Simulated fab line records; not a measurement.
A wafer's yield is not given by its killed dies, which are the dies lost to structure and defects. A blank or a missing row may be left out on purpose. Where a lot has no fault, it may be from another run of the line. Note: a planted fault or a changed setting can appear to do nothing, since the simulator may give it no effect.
Split-lot study :: flow berkeley_cmos170 :: route with 331 steps; 5 lots, 23 wafers read

## SPLIT DETAILS
At UCB170_CONTACT_CVD_01 (deposits PSG from SiH4/O2/PH3, target thk 700 nm, time 2820 s), the setting sih4_flow_sccm was moved away from the recipe's 60 sccm on 15 of the 23 wafers read, by -9.9% to +13.9%. The other wafers ran this setting at the recipe's value.

The file shows no step between the split and the reading.

## THE READING
CONTACT_PSG_THK at UCB170_CONTACT_THK_MEAS_02, in nm. A value of 703 nm with a standard deviation of 8.3 nm is what fault-free wafers of this fab line usually give.

wafer: L074.1
tool, chamber at the split: -, -
sih4_flow_sccm as run, sccm: 54.06
against the recipe: -9.9%
CONTACT_PSG_THK, nm: 673
against lot-mates on the recipe: no lot-mate on the recipe

wafer: L074.2
tool, chamber at the split: -, -
sih4_flow_sccm as run, sccm: 54.06
against the recipe: -9.9%
CONTACT_PSG_THK, nm: 676
against lot-mates on the recipe: no lot-mate on the recipe

wafer: L074.3
tool, chamber at the split: -, -
sih4_flow_sccm as run, sccm: 54.06
against the recipe: -9.9%
CONTACT_PSG_THK, nm: 671
against lot-mates on the recipe: no lot-mate on the recipe

wafer: L074.4
tool, chamber at the split: -, -
sih4_flow_sccm as run, sccm: 54.06
against the recipe: -9.9%
CONTACT_PSG_THK, nm: 670
against lot-mates on the recipe: no lot-mate on the recipe

wafer: L074.6
tool, chamber at the split: -, -
sih4_flow_sccm as run, sccm: 54.06
against the recipe: -9.9%
CONTACT_PSG_THK, nm: 667
against lot-mates on the recipe: no lot-mate on the recipe

wafer: L075.1
tool, chamber at the split: -, -
sih4_flow_sccm as run, sccm: 68.33
against the recipe: +13.9%
CONTACT_PSG_THK, nm: 740
against lot-mates on the recipe: no lot-mate on the recipe

wafer: L075.2
tool, chamber at the split: -, -
sih4_flow_sccm as run, sccm: 68.33
against the recipe: +13.9%
CONTACT_PSG_THK, nm: 746
against lot-mates on the recipe: no lot-mate on the recipe

wafer: L075.3
tool, chamber at the split: -, -
sih4_flow_sccm as run, sccm: 68.33
against the recipe: +13.9%
CONTACT_PSG_THK, nm: 742
against lot-mates on the recipe: no lot-mate on the recipe

wafer: L075.5
tool, chamber at the split: -, -
sih4_flow_sccm as run, sccm: 68.33
against the recipe: +13.9%
CONTACT_PSG_THK, nm: 743
against lot-mates on the recipe: no lot-mate on the recipe

wafer: L075.6
tool, chamber at the split: -, -
sih4_flow_sccm as run, sccm: 68.33
against the recipe: +13.9%
CONTACT_PSG_THK, nm: 740
against lot-mates on the recipe: no lot-mate on the recipe

wafer: L076.1
tool, chamber at the split: -, -
sih4_flow_sccm as run, sccm: 67.59
against the recipe: +12.7%
CONTACT_PSG_THK, nm: 731
against lot-mates on the recipe: no lot-mate on the recipe

wafer: L076.2
tool, chamber at the split: -, -
sih4_flow_sccm as run, sccm: 67.59
against the recipe: +12.7%
CONTACT_PSG_THK, nm: 731
against lot-mates on the recipe: no lot-mate on the recipe

wafer: L076.3
tool, chamber at the split: -, -
sih4_flow_sccm as run, sccm: 67.59
against the recipe: +12.7%
CONTACT_PSG_THK, nm: 735
against lot-mates on the recipe: no lot-mate on the recipe

wafer: L076.5
tool, chamber at the split: -, -
sih4_flow_sccm as run, sccm: 67.59
against the recipe: +12.7%
CONTACT_PSG_THK, nm: 736
against lot-mates on the recipe: no lot-mate on the recipe

wafer: L076.6
tool, chamber at the split: -, -
sih4_flow_sccm as run, sccm: 67.59
against the recipe: +12.7%
CONTACT_PSG_THK, nm: 733
against lot-mates on the recipe: no lot-mate on the recipe

wafer: L079.1
tool, chamber at the split: -, -
sih4_flow_sccm as run, sccm: 60
against the recipe: recipe
CONTACT_PSG_THK, nm: 699
against lot-mates on the recipe: -

wafer: L079.2
tool, chamber at the split: -, -
sih4_flow_sccm as run, sccm: 60
against the recipe: recipe
CONTACT_PSG_THK, nm: 697
against lot-mates on the recipe: -

wafer: L079.3
tool, chamber at the split: -, -
sih4_flow_sccm as run, sccm: 60
against the recipe: recipe
CONTACT_PSG_THK, nm: 702
against lot-mates on the recipe: -

wafer: L079.5
tool, chamber at the split: -, -
sih4_flow_sccm as run, sccm: 60
against the recipe: recipe
CONTACT_PSG_THK, nm: 696
against lot-mates on the recipe: -

wafer: L079.6
tool, chamber at the split: -, -
sih4_flow_sccm as run, sccm: 60
against the recipe: recipe
CONTACT_PSG_THK, nm: 700
against lot-mates on the recipe: -

wafer: L084.2
tool, chamber at the split: lpcvd-02, 0
sih4_flow_sccm as run, sccm: 60
against the recipe: recipe
CONTACT_PSG_THK, nm: 695
against lot-mates on the recipe: -

wafer: L084.3
tool, chamber at the split: lpcvd-02, 0
sih4_flow_sccm as run, sccm: 60
against the recipe: recipe
CONTACT_PSG_THK, nm: 697
against lot-mates on the recipe: -

wafer: L084.5
tool, chamber at the split: lpcvd-02, 0
sih4_flow_sccm as run, sccm: 60
against the recipe: recipe
CONTACT_PSG_THK, nm: 702
against lot-mates on the recipe: -

FIT RESULTS
A straight line over all 23 wafers: CONTACT_PSG_THK changes by +2.89 nm for each +1% of sih4_flow_sccm; r = +0.99; the points scatter about the line by 3.3 nm.
Too few moved wafers with a lot-mate on the recipe to fit a line net of each lot's own level.

## THE WHOLE CHAIN: every reading that the file lists as answering this split, in the file's order
step: UCB170_CONTACT_CVD_01
what it does: deposits PSG from SiH4/O2/PH3, target thk 700 nm, time 2820 s
reading: PSG_of_CONTACT_CVD_01.thk_nm (the simulator's own value, which no gauge read)
change (the file's fit): +2.92 nm for each +1% of the setting
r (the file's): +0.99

step: UCB170_CONTACT_THK_MEAS_02
what it does: 
reading: CONTACT_PSG_THK
change (the file's fit): +2.89 for each +1% of the setting
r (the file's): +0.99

step: UCB170_CONTACT_ETCH_18
what it does: etches PSG in CHF3/CF4/Ar, stops on TiSi2, target depth 840 nm, time 195 s
reading: CONTACT.feature_depth_nm (the simulator's own value, which no gauge read)
change (the file's fit): +2.92 nm for each +1% of the setting
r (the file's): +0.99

step: UCB170_CONTACT_ETCH_18
what it does: etches PSG in CHF3/CF4/Ar, stops on TiSi2, target depth 840 nm, time 195 s
reading: etch.depth_nm (the simulator's own value, which no gauge read)
change (the file's fit): +2.92 nm for each +1% of the setting
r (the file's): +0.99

## FILE'S OWN FIT
CONTACT_PSG_THK changes by +2.89 nm for each +1% of sih4_flow_sccm, r = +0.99.
